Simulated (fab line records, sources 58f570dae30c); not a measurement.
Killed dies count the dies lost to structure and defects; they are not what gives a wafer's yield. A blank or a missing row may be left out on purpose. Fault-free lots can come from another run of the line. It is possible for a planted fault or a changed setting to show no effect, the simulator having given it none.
What tool caused it? / flow berkeley cmos170 / 7 lots with 21 wafers sampled at 2 steps, on a route of 331 steps

## WHAT THE GAUGES SHOWED, per wafer
UCB170_M1_CD_MEAS_09: the cd target is 700 nm.
lot=L280; measured=day 7 14:52; on=cd sem-01; cd nm (nm)=697.2 698.8 697.0
lot=L283; measured=day 7 15:53; on=cd sem-02; cd nm (nm)=698.9 699.8 699.2
lot=L285; measured=day 8 04:16; on=cd sem-02; cd nm (nm)=700.9 701.4 701.9
lot=L292; measured=day 9 20:25; on=cd sem-01; cd nm (nm)=714.3 714.4 713.0
lot=L295; measured=day 10 10:51; on=cd sem-01; cd nm (nm)=710.1 710.6 710.7
lot=L298; measured=day 11 04:22; on=cd sem-01; cd nm (nm)=698.0 698.3 698.7
lot=L301; measured=day 11 05:47; on=cd sem-02; cd nm (nm)=700.7 701.3 703.0

## EACH LOT AND THE TOOL THAT RAN IT (in order: tool; ch and the chambers of the sampled wafers; start)
lot=L280; UCB170_M1_EXPOSE_06=krf scanner-01 ch 0, day 7 14:25
lot=L283; UCB170_M1_EXPOSE_06=krf scanner-02 ch 0, day 7 15:29
lot=L285; UCB170_M1_EXPOSE_06=krf scanner-02 ch 0, day 8 03:46
lot=L292; UCB170_M1_EXPOSE_06=krf scanner-01 ch 0, day 9 20:02
lot=L295; UCB170_M1_EXPOSE_06=krf scanner-01 ch 0, day 10 09:46
lot=L298; UCB170_M1_EXPOSE_06=krf scanner-02 ch 0, day 11 03:59
lot=L301; UCB170_M1_EXPOSE_06=krf scanner-02 ch 0, day 11 05:23
- UCB170_M1_EXPOSE_06: exposes mask METAL1, target cd 700 nm.

## THE ANSWER, worked out from the rows above alone
Rule: the usual values come from the lots themselves. Put in order of their means at a reading, lots are off if they are a third of the lots or fewer, leave a main group of 4 or more, and stand apart from it by a gap of 3 or more times the standard deviation of the main group's means; of several such gaps the widest counts. If all means in a main group match to the digits the tables above print for the reading, that group is not used. Also off: a lot with no number at a reading for which 4 or more lots have one. Where the step has rows for the other lots, those lots are counted as sound.
Off: L292, L295, at UCB170_M1_CD_MEAS_09 (cd nm). The main group: mean 699.7 nm, standard deviation 1.6.
If a tool, at a process step before that reading, ran all the lots that are off and no sound lot after the first of them, it fits. Gauges at UCB170_M1_CD_MEAS_09: tried the same way as those tools. One fits: krf scanner-01 at UCB170_M1_EXPOSE_06. A fault onset in the window from L280 (day 7 14:25, its last sound lot) to L292 (day 9 20:02, its first lot off) fits.

## WHAT THE SIMULATOR HAD INSERTED
Process parameter drift: krf scanner-01, from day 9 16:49 on, at UCB170_M1_EXPOSE_06. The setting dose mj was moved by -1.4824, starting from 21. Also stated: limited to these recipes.
Lots struck among those shown: L292, L295. The rule above found the same.
